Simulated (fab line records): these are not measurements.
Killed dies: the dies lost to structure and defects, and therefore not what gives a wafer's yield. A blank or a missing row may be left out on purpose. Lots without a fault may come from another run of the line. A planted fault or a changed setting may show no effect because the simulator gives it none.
Struck lot and sound lot, side by side | flow rit_cmos | 43 out of 202 route steps
Sound: the wafers L515.1, L515.2, L515.3. The struck wafers were L523.2, L523.3, L523.4. At the end, the cause is stated.
Per side, at each step with rows, come the tool, then ch with its chambers, and then its first start. Under that, the readings that differ: sound wafers | struck wafers | difference of the means | sigmas: that difference in standard deviations of wafers without a fault.
alike: readings with means less than 2 such deviations apart, plus words and numbers identical on both sides. not compared: withheld readings, readings lacking a value on some wafer, bounds such as >300 that could conceal the same value, and numbers that have no deviation in the record and whose values overlap.
A row with sigmas, a row that says differs or no value, or rows on one side alone: a step with any of these is where the two part. Numbers that have no deviation but don't overlap get no sigmas and don't part them. A reading missing from all wafers of one side parts the sides only when that side holds two or more wafers.

first, 2 steps without rows for these wafers: RIT_NLDD_HARDBAKE_07 (time 60 s); RIT_NLDD_IMPLANT_08.
RIT_NLDD_STRIP_09: strips in O2, time 180 s.
  sound on plasma_asher-04 ch 0,1, day 3 10:27; struck on plasma_asher-01 ch 0,1, day 5 00:34
  alike: drypump_motor_current_A
  not compared: rf_hours_counter_h
RIT_NLDD_TW_MEAS_10:
  struck on film_metro-03, day 5 00:46; sound on film_metro-02, day 3 10:38
  alike: NLDD_TW
then, 6 steps without rows for these wafers: RIT_PLDD_HMDS_00 (prime time 60 s); RIT_PLDD_COAT_01 (resist thk 1000 nm); RIT_PLDD_SOFTBAKE_02 (time 60 s); RIT_PLDD_EXPOSE_03 (exposes mask M8, target cd 40900 nm); RIT_PLDD_PEB_04; RIT_PLDD_DEVELOP_05 (develop time 50 s).
RIT_PLDD_OVL_MEAS_06:
  struck on overlay-01, day 5 01:47; sound on overlay-01, day 3 11:47
  reading       | sound       | struck         | difference | sigmas
  PLDD_OVL (nm) | 1.0 1.6 3.8 | -2.3 -2.4 -3.0 | -4.7       | -4
then, 1 step without rows for these wafers: RIT_PLDD_HARDBAKE_07 (time 60 s).
RIT_PLDD_IMPLANT_08:
  sound on implanter-04 ch 0, day 3 12:03; struck on implanter-04 ch 0, day 5 01:59
  reading                   | sound             | struck            | difference | sigmas
  implant_ion_amu           | 49 49 49          | 75 75 75          | +26        |
  model.implant.drp_nm (nm) | 9.752 9.752 9.752 | 7.212 7.212 7.212 | -2.540     |
  model.implant.rp_nm (nm)  | 17.63 17.63 17.63 | 15.45 15.45 15.45 | -2.18      |
  alike: beam_energy_keV, faraday_current_uA
RIT_PLDD_STRIP_09: strips in O2, time 180 s.
  sound on plasma_asher-02 ch 0,1, day 3 12:12; struck on plasma_asher-03 ch 0,1, day 5 02:07
  alike: drypump_motor_current_A
  not compared: rf_hours_counter_h
RIT_PLDD_TW_MEAS_10:
  struck on film_metro-01, day 5 02:18; sound on film_metro-01, day 3 12:22
  reading | sound          | struck         | difference | sigmas
  PLDD_TW | 2343 2337 2351 | 2931 2936 2937 | +591       | +37
then, 4 steps without rows for these wafers: RIT_SPACER_CLEAN_00 (cleans in SC1, time 600 s); RIT_SPACER_CLEAN_01 (cleans in dHF, time 30 s); RIT_SPACER_CLEAN_02 (cleans in SC2, time 600 s); RIT_SPACER_CVD_03 (deposits Si3N4 from SiH2Cl2/NH3, target thk 250 nm, time 3300 s).
RIT_SPACER_THK_MEAS_04:
  struck on film_metro-04, day 5 06:07; sound on film_metro-02, day 3 14:43
  alike: SPACER_NITRIDE_THK
RIT_SPACER_ETCHBACK_05: etches Si3N4 in SF6/CHF3, stops on SiO2, target depth 250 nm, time 240 s.
  sound on rie_diel-03 ch 0,1,2, day 3 14:47; struck on rie_diel-04 ch 0,1,2, day 5 06:10
  alike: drypump_motor_current_A, oes_product_au, throttle_valve_pct
  not compared: rf_hours_counter_h
then, 6 steps without rows for these wafers: RIT_NSD_HMDS_00 (prime time 60 s); RIT_NSD_COAT_01 (resist thk 1000 nm); RIT_NSD_SOFTBAKE_02 (time 60 s); RIT_NSD_EXPOSE_03 (exposes mask M9, target cd 40700 nm); RIT_NSD_PEB_04; RIT_NSD_DEVELOP_05 (develop time 52.14 s).
RIT_NSD_OVL_MEAS_06:
  struck on overlay-01, day 5 07:18; sound on overlay-02, day 3 15:47
  alike: NSD_OVL
then, 2 steps without rows for these wafers: RIT_NSD_HARDBAKE_07 (time 60 s); RIT_NSD_IMPLANT_08.
RIT_NSD_STRIP_09: strips in O2, time 180 s.
  sound on plasma_asher-01 ch 0,1, day 3 16:07; struck on plasma_asher-02 ch 0,1, day 5 07:38
  alike: drypump_motor_current_A
  not compared: rf_hours_counter_h
RIT_NSD_TW_MEAS_10:
  struck on film_metro-01, day 5 07:49; sound on film_metro-03, day 3 16:17
  reading | sound          | struck         | difference | sigmas
  NSD_TW  | 3149 3146 3132 | 3084 3092 3082 | -56        | -2
then, 6 steps without rows for these wafers: RIT_PSD_HMDS_00 (prime time 60 s); RIT_PSD_COAT_01 (resist thk 1000 nm); RIT_PSD_SOFTBAKE_02 (time 60 s); RIT_PSD_EXPOSE_03 (exposes mask M10, target cd 40900 nm); RIT_PSD_PEB_04; RIT_PSD_DEVELOP_05 (develop time 50 s).
RIT_PSD_OVL_MEAS_06:
  struck on overlay-02, day 5 08:44; sound on overlay-01, day 3 17:19
  alike: PSD_OVL
then, 2 steps without rows for these wafers: RIT_PSD_HARDBAKE_07 (time 60 s); RIT_PSD_IMPLANT_08.
RIT_PSD_STRIP_09: strips in O2, time 180 s.
  sound on plasma_asher-03 ch 0,1, day 3 17:40; struck on plasma_asher-04 ch 0,1, day 5 09:04
  alike: drypump_motor_current_A
  not compared: rf_hours_counter_h
RIT_SDANNEAL_RS_MEAS_06: the measuring method here is four-point-probe.
  struck on film_metro-02, day 5 09:59; sound on film_metro-03, day 3 18:35
  reading          | sound             | struck         | difference | sigmas
  PLDD_RS (ohm/sq) | 179.0 179.0 178.6 | 68.8 68.8 68.8 | -110.1     | -99 or more

## WHERE THEY PART
Last at RIT_SDANNEAL_RS_MEAS_06 as far as this record goes, first at RIT_PLDD_OVL_MEAS_06.

WHY: what the simulator had put in
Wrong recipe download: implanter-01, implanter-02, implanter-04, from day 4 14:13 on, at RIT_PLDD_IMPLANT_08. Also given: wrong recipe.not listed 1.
